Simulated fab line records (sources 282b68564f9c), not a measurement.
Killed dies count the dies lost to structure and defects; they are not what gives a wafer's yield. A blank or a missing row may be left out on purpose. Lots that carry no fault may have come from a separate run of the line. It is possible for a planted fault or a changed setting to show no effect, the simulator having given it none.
Which of the tools did it? || flow rit-cmos || 42 wafers from 14 lots sampled at 2 of the route's 202 steps

WHAT THE GAUGES SHOWED, per wafer
RIT_PWELL_TW_MEAS_10. Usual: PWELL_TW gives 949 (standard deviation 6.5).
{"lot": "L331", "measured": "day 2 06:46", "on": "film-metro-04", "PWELL_TW": "965 958 956", "flag": ""}
{"lot": "L332", "measured": "day 2 12:14", "on": "film-metro-01", "PWELL_TW": "940 943 943", "flag": ""}
{"lot": "L333", "measured": "day 2 20:35", "on": "film-metro-01", "PWELL_TW": "939 942 937", "flag": ""}
{"lot": "L334", "measured": "day 3 02:18", "on": "film-metro-03", "PWELL_TW": "953 944 948", "flag": ""}
{"lot": "L335", "measured": "day 3 07:18", "on": "film-metro-04", "PWELL_TW": "954 955 959", "flag": ""}
{"lot": "L336", "measured": "day 3 10:45", "on": "film-metro-01", "PWELL_TW": "939 939 934", "flag": ""}
{"lot": "L338", "measured": "day 3 18:21", "on": "film-metro-01", "PWELL_TW": "936 943 937", "flag": ""}
{"lot": "L339", "measured": "day 3 22:01", "on": "film-metro-03", "PWELL_TW": "1996 2007 2004", "flag": "OFF"}
{"lot": "L340", "measured": "day 4 10:02", "on": "film-metro-04", "PWELL_TW": "2025 2025 2027", "flag": "OFF"}
{"lot": "L341", "measured": "day 4 12:43", "on": "film-metro-04", "PWELL_TW": "954 947 954", "flag": ""}
{"lot": "L349", "measured": "day 5 23:32", "on": "film-metro-01", "PWELL_TW": "949 941 938", "flag": ""}
{"lot": "L350", "measured": "day 6 03:40", "on": "film-metro-04", "PWELL_TW": "948 950 950", "flag": ""}
{"lot": "L351", "measured": "day 6 09:05", "on": "film-metro-04", "PWELL_TW": "944 947 950", "flag": ""}
{"lot": "L353", "measured": "day 6 21:27", "on": "film-metro-04", "PWELL_TW": "953 951 952", "flag": ""}

WHICH TOOL RAN EACH LOT (tool, then ch and the chambers of the sampled wafers, then the start)
{"lot": "L331", "RIT_NWELL_COAT_01": "litho-track-02 ch 0, day 2 03:37"}
{"lot": "L332", "RIT_NWELL_COAT_01": "litho-track-01 ch 0, day 2 09:13"}
{"lot": "L333", "RIT_NWELL_COAT_01": "litho-track-03 ch 0, day 2 17:28"}
{"lot": "L334", "RIT_NWELL_COAT_01": "litho-track-02 ch 0, day 2 23:10"}
{"lot": "L335", "RIT_NWELL_COAT_01": "litho-track-03 ch 0, day 3 04:11"}
{"lot": "L336", "RIT_NWELL_COAT_01": "litho-track-02 ch 0, day 3 07:45"}
{"lot": "L338", "RIT_NWELL_COAT_01": "litho-track-02 ch 0, day 3 15:21"}
{"lot": "L339", "RIT_NWELL_COAT_01": "litho-track-02 ch 0, day 3 18:54"}
{"lot": "L340", "RIT_NWELL_COAT_01": "litho-track-02 ch 0, day 4 06:55"}
{"lot": "L341", "RIT_NWELL_COAT_01": "litho-track-01 ch 0, day 4 09:42"}
{"lot": "L349", "RIT_NWELL_COAT_01": "litho-track-01 ch 0, day 5 20:05"}
{"lot": "L350", "RIT_NWELL_COAT_01": "litho-track-01 ch 0, day 6 00:41"}
{"lot": "L351", "RIT_NWELL_COAT_01": "litho-track-03 ch 0, day 6 05:52"}
{"lot": "L353", "RIT_NWELL_COAT_01": "litho-track-02 ch 0, day 6 18:20"}
- RIT_NWELL_COAT_01: resist thk 1300 nm.

WHAT THE TOOLS THEMSELVES READ (means of the sampled wafers that have a number; where no wafer has one, the mark that the record gives instead)
The record holds no such reading with a usual standard deviation.

THE ANSWER, worked out from the rows above alone
Rule: a lot counts as off when the mean over its wafers that have a number is more than 3 standard deviations away from the usual mean. Also off: a lot with no number at a reading for which 4 or more lots have one. Where the step has rows for the other lots, those lots are counted as sound. After the gauges, taken in route order, come the tools' own readings; for these a lot's mean is taken, as printed above. At the first step where some lot is off, the reading lying furthest off is the one used; lots without a number count as furthest.
Off: at RIT_PWELL_TW_MEAS_10 (PWELL_TW), L339, L340.
If a tool, at a process step before that reading, ran all the lots that are off and no sound lot after the first of them, it fits. Gauges at RIT_PWELL_TW_MEAS_10: tried the same way as those tools. No candidate that was tried fits.

WHAT THE SIMULATOR PUT IN
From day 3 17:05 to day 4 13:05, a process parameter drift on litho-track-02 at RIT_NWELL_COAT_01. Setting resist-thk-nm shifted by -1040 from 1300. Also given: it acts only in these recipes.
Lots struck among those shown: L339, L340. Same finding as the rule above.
